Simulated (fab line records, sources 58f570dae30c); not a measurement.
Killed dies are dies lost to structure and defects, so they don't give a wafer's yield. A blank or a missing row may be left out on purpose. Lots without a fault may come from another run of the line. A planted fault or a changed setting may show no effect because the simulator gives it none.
Chamber matching | flow berkeley_cmos170 | UCB170_V2_CVD_00 on pecvd-04: 3 sister chambers
The step deposits SiO2 from TEOS/O2, target thk 2000 nm, time 250 s. 3 wafers are shown with their chamber, then 7 later ones without.

WAFERS WITH THEIR CHAMBER
wafer  | chamber | heater_power_w (W)
L949.4 | 2       | 142
L950.1 | 1       | 270
L950.2 | 0       | 222

WAFERS WITHOUT THEIR CHAMBER
wafer  | heater_power_w (W)
L950.5 | 269
L951.2 | 174
L951.3 | 318
L951.5 | 231
L964.1 | 195
L964.4 | 320
L964.5 | 272

WHICH CHAMBER EACH WENT THROUGH
wafer  | from the rows above          | in truth
L950.5 | can't be placed: 1 or 0      | 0
L951.2 | can't be placed: 2 or 0      | 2
L951.3 | can't be placed: 1 or 0      | 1
L951.5 | can't be placed: 0 or 1      | 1
L964.1 | can't be placed: 0 or 2 or 1 | 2
L964.4 | can't be placed: 1 or 0      | 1
L964.5 | can't be placed: 1 or 0      | 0
Placed correctly: 0 of 7. Can't be placed from these rows: 7 (the true chamber is among the candidates in 7). Placed wrongly: 0.
How it was worked out, from the rows above alone: a wafer's distance from a chamber is the root of the sum, over the readings, of the square of ((its reading less the chamber's mean) divided by the reading's scatter). The wafer belongs to the nearest chamber; if the next one is less than 2 further off, it can't be placed. A chamber's mean is the mean of its shown wafers. The scatter: with one shown wafer a chamber, the root of the mean of the squares of how far each hidden wafer lies from its nearest shown one.
